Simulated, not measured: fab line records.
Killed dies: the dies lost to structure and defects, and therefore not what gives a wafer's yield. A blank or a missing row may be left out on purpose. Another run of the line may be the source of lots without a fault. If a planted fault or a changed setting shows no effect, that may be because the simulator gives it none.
Struck lot and sound lot, side by side	flow ritCmos	18 steps out of a route of 202
Sound: wafers L178.1, L178.2, L178.6. The struck wafers were L170.1, L170.5, L170.6. The cause is given at the end.
For every step that has rows: the tool of each side, followed by ch and its chambers, followed by its first start. Under that, the readings that differ: sound wafers	struck wafers	difference of the means	sigmas: that difference in standard deviations of wafers without a fault.
alike: readings whose means differ by less than 2 such deviations, and words and numbers that are the same on both sides. not compared: withheld readings, readings that some wafer has no value for, bounds like >300 that may hide the same value, and numbers for which the record gives no deviation and whose values overlap.
A row with sigmas, a row that says differs or no value, or rows on one side alone: a step with any of these is where the two part. Numbers that have no deviation but don't overlap get no sigmas and don't part them. Lack of a reading on every wafer of one side parts them only where that side has two or more wafers.

first, 4 steps without rows for these wafers: RIT_NLDD_SOFTBAKE_02 (time 60 s); RIT_NLDD_EXPOSE_03 (exposes mask M7, target cd 40700 nm); RIT_NLDD_PEB_04; RIT_NLDD_DEVELOP_05 (develop time 50 s).
RIT_NLDD_OVL_MEAS_06:
  struck on overlay-01, day 4 22:07; sound on overlay-01, day 6 14:50
  alike: NLDD_OVL
then, 2 steps without rows for these wafers: RIT_NLDD_HARDBAKE_07 (time 60 s); RIT_NLDD_IMPLANT_08.
RIT_NLDD_STRIP_09: strips in O2, time 180 s.
  sound on plasmaAsher-04 ch 0,1, day 6 15:10; struck on plasmaAsher-03 ch 0,1, day 4 22:26
  alike: drypumpMotorCurrentA
  not compared: rfHoursCounterH
RIT_NLDD_TW_MEAS_10:
  struck on filmMetro-03, day 4 22:37; sound on filmMetro-03, day 6 15:21
  alike: NLDD_TW
then, 3 steps without rows for these wafers: RIT_PLDD_HMDS_00 (prime time 60 s); RIT_PLDD_COAT_01 (resist thk 1000 nm); RIT_PLDD_SOFTBAKE_02 (time 60 s).
RIT_PLDD_EXPOSE_03: exposes mask M8, target cd 40900 nm.
  sound on ilineStepper-01 ch 0, day 6 15:59; struck on ilineStepper-02 ch 0, day 4 23:08
reading	sound	struck	difference	sigmas
model.PLDD.overlayXNm (nm)	0.8282 0.8282 0.8282	-149.6 -149.6 -149.6	-150.4	
  alike: mask
then, 2 steps without rows for these wafers: RIT_PLDD_PEB_04; RIT_PLDD_DEVELOP_05 (develop time 50 s).
RIT_PLDD_OVL_MEAS_06:
  struck on overlay-02, day 4 23:32; sound on overlay-01, day 6 16:23
reading	sound	struck	difference	sigmas
PLDD_OVL (nm)	1.5 0.6 0.9	-149.1 -152.4 -149.2	-151.2	-99 or more
then, 1 step without rows for these wafers: RIT_PLDD_HARDBAKE_07 (time 60 s).
RIT_M1_PROBE_99:
  struck on prober-02, day 5 13:53; sound on prober-02, day 7 06:28
reading	sound	struck	difference	sigmas
model.etest.pldd.widthNm (nm)	3151 3165 3160	3095 3101 3095	-62	
  alike: killedAtContacts, killedAtFrontEnd, killedDies, killedOnRim, killedOpen, killedShort

WHERE THEY PART
Only at RIT_PLDD_OVL_MEAS_06, as far as this record shows. Later steps at which nothing parts them and some readings are alike: RIT_M1_PROBE_99.

WHY: what had been put in by the simulator
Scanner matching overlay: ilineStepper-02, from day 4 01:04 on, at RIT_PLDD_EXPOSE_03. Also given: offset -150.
